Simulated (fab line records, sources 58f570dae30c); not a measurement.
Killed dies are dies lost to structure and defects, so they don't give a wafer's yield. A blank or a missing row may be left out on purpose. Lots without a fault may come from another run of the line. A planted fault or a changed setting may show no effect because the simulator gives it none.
Which tool did it? | flow berkeley_cmos170 | 7 lots, 21 wafers sampled, at 2 steps of a route of 331

WHAT THE GAUGES READ, wafer by wafer
UCB170_GATE_THK_MEAS_05.
lot  | measured     | on            | GATE_POLY_THK (nm)
L408 | day 6 02:37  | film_metro-02 | 209.9 208.4 208.9
L410 | day 7 04:18  | film_metro-04 | 212.8 212.3 213.7
L412 | day 7 04:20  | film_metro-04 | 214.3 215.0 213.2
L415 | day 8 17:17  | film_metro-04 | 213.3 213.5 213.2
L419 | day 8 23:08  | film_metro-02 | 215.2 216.5 214.7
L422 | day 9 14:52  | film_metro-01 | 211.2 211.1 211.3
L429 | day 10 08:34 | film_metro-01 | 238.3 237.5 237.1 238.1 237.6 237.0

WHICH TOOL RAN EACH LOT (tool, then ch and the chambers of the sampled wafers, then the start)
lot  | UCB170_GATE_CVD_04
L408 | lpcvd-02 ch 1, day 6 01:13
L410 | lpcvd-02 ch 1, day 7 02:53
L412 | lpcvd-02 ch 1, day 7 02:53
L415 | lpcvd-02 ch 1, day 8 15:52
L419 | lpcvd-02 ch 0, day 8 21:44
L422 | lpcvd-01 ch 0, day 9 12:46
L429 | lpcvd-02 ch 1, day 10 07:10
- UCB170_GATE_CVD_04: deposits poly-Si from SiH4, time 1440 s, target thk 214 nm.

THE ANSWER, worked out from the rows above alone
Rule: what is usual is taken from the lots themselves. Put in order of their means at a reading, lots are off if they are a third of the lots or fewer, leave a main group of 4 or more, and stand apart from it by a gap of 3 or more times the standard deviation of the main group's means; of several such gaps the widest counts. A main group whose means are all the same, to the digits that the tables above print for the reading, isn't used. A lot without any number at a reading at which 4 lots or more have one is off too. The other lots that the step has rows for count as sound.
Off: L429, at UCB170_GATE_THK_MEAS_05 (GATE_POLY_THK). The main group: mean 212.7 nm, standard deviation 2.1.
A tool fits if, at a process step before that reading, it ran every lot that is off, and no sound lot after the first of them. The gauges at UCB170_GATE_THK_MEAS_05 are tried like those tools. Can't be told from this: 2 tools fit, lpcvd-02 at UCB170_GATE_CVD_04, film_metro-01 at UCB170_GATE_THK_MEAS_05.

WHAT THE SIMULATOR HAD PUT IN
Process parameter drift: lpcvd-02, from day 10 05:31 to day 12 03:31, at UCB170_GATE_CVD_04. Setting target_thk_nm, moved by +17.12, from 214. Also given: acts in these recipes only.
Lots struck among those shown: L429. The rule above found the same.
